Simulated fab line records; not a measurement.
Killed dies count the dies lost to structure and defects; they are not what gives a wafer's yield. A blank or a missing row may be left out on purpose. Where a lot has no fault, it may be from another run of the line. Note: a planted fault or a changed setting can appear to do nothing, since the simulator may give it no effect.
Which of the tools did it? | flow rit cmos | 45 wafers from 15 lots sampled at 2 of the route's 202 steps

WHAT THE GAUGES SHOWED, per wafer
RIT_M1_CD_MEAS_90 targets a cd of 2600 nm. Usual: cd nm reads 2600.4 nm (standard deviation 2.5).
lot  | measured    | on        | cd nm (nm)           | flag
L369 | day 3 22:49 | cd sem-01 | 2599.9 2601.4 2601.7 |
L371 | day 4 01:39 | cd sem-01 | 2597.0 2600.8 2600.4 |
L374 | day 4 14:11 | cd sem-01 | 2601.2 2604.4 2602.1 |
L375 | day 4 18:03 | cd sem-02 | 2596.8 2599.1 2599.5 |
L376 | day 5 05:11 | cd sem-02 | 2600.4 2595.9 2600.8 |
L377 | day 5 11:26 | cd sem-02 | - - -                | OFF
L379 | day 5 17:38 | cd sem-02 | - - -                | OFF
L380 | day 6 00:17 | cd sem-02 | - - -                | OFF
L385 | day 7 00:58 | cd sem-02 | 2601.3 2602.8 2600.4 |
L387 | day 7 10:23 | cd sem-02 | 2602.9 2596.7 2602.2 |
L388 | day 7 11:34 | cd sem-01 | 2595.6 2600.4 2598.0 |
L389 | day 7 13:38 | cd sem-02 | 2601.2 2599.2 2601.7 |
L390 | day 7 22:24 | cd sem-01 | 2601.1 2593.5 2595.9 |
L391 | day 8 03:16 | cd sem-02 | 2603.2 2602.9 2603.4 |
L392 | day 8 08:29 | cd sem-01 | 2603.1 2603.0 2604.0 |

EACH LOT AND THE TOOL THAT RAN IT (in order: tool; ch and the chambers of the sampled wafers; start)
lot  | RIT_M1_METAL_ETCH_12
L369 | rie metal-03 ch 0, day 3 22:17
L371 | rie metal-01 ch 0,1, day 4 01:09
L374 | rie metal-01 ch 0, day 4 13:40
L375 | rie metal-03 ch 0, day 4 17:26
L376 | rie metal-02 ch 0,1, day 5 04:38
L377 | rie metal-03 ch 0,1, day 5 10:55
L379 | rie metal-02 ch 0,1, day 5 17:07
L380 | rie metal-01 ch 1, day 5 23:47
L385 | rie metal-02 ch 0,1, day 7 00:26
L387 | rie metal-02 ch 0,1, day 7 09:52
L388 | rie metal-03 ch 0,1, day 7 11:03
L389 | rie metal-01 ch 0,1, day 7 13:08
L390 | rie metal-02 ch 0,1, day 7 21:51
L391 | rie metal-03 ch 0,1, day 8 02:33
L392 | rie metal-01 ch 0,1, day 8 07:57
- RIT_M1_METAL_ETCH_12: etches Al in Cl2/BCl3, stops on SiO2, time 165 s, target depth 600 nm.

AS READ BY THE TOOLS THEMSELVES (means over the sampled wafers that have a number; for cases with no such wafer, the mark the record gives instead)
RIT_M1_METAL_ETCH_12. Usual: bcl3 flow sccm 49.95 sccm, standard deviation 0.14; chamber pressure mTorr 99.99 mTorr, standard deviation 0.11; drypump motor current A 5.9 A, standard deviation 0.36; oes product au 0.781 a.u., standard deviation 0.02; throttle valve pct 8.22 %, standard deviation 0.052.
lot  | tool         | bcl3 flow sccm (sccm) | chamber pressure mTorr (mTorr) | drypump motor current A (A) | oes product au (a.u.) | throttle valve pct (%) | flag
L369 | rie metal-03 | 49.84                 | 99.90                          | 5.3                         | 0.802                 | 8.14                   |
L371 | rie metal-01 | 49.92                 | 99.94                          | 5.9                         | 0.773                 | 8.26                   |
L374 | rie metal-01 | 50.17                 | 100.10                         | 6.2                         | 0.762                 | 8.21                   |
L375 | rie metal-03 | 49.89                 | 100.01                         | 5.4                         | 0.793                 | 8.14                   |
L376 | rie metal-02 | 50.00                 | 100.01                         | 6.2                         | 0.762                 | 8.24                   |
L377 | rie metal-03 | -                     | -                              | -                           | -                     | -                      | OFF
L379 | rie metal-02 | -                     | -                              | -                           | -                     | -                      | OFF
L380 | rie metal-01 | -                     | -                              | -                           | -                     | -                      | OFF
L385 | rie metal-02 | 49.84                 | 100.01                         | 6.3                         | 0.772                 | 8.25                   |
L387 | rie metal-02 | 49.98                 | 100.03                         | 6.1                         | 0.767                 | 8.23                   |
L388 | rie metal-03 | 49.86                 | 100.02                         | 5.5                         | 0.801                 | 8.15                   |
L389 | rie metal-01 | 50.00                 | 100.04                         | 5.8                         | 0.777                 | 8.27                   |
L390 | rie metal-02 | 49.86                 | 99.96                          | 6.1                         | 0.759                 | 8.24                   |
L391 | rie metal-03 | 50.02                 | 100.04                         | 5.5                         | 0.801                 | 8.16                   |
L392 | rie metal-01 | 49.90                 | 99.96                          | 6.0                         | 0.770                 | 8.23                   |

THE ANSWER, worked out from the rows above alone
Rule: lot off if the mean of its wafers having a number is beyond 3 standard deviations from the usual mean. Also off: a lot with no number at a reading for which 4 or more lots have one. All remaining lots with rows at the step are treated as sound. The gauges are gone through in route order, then the tools' own readings, and for those a lot's mean is taken as printed above. At the first step where some lot is off, the reading lying furthest off is the one used; lots without a number count as furthest.
Off, at RIT_M1_CD_MEAS_90 on cd nm: L377, L379, L380. Without a number there: L377, L379, L380.
If a tool, at a process step before that reading, ran all the lots that are off and no sound lot after the first of them, it fits. The gauges at RIT_M1_CD_MEAS_90 aren't tried: what is off there is off at RIT_M1_METAL_ETCH_12 too, on other tools, and a gauge's error can't cause that. Of those tried, none fits.

WHAT THE SIMULATOR PUT IN
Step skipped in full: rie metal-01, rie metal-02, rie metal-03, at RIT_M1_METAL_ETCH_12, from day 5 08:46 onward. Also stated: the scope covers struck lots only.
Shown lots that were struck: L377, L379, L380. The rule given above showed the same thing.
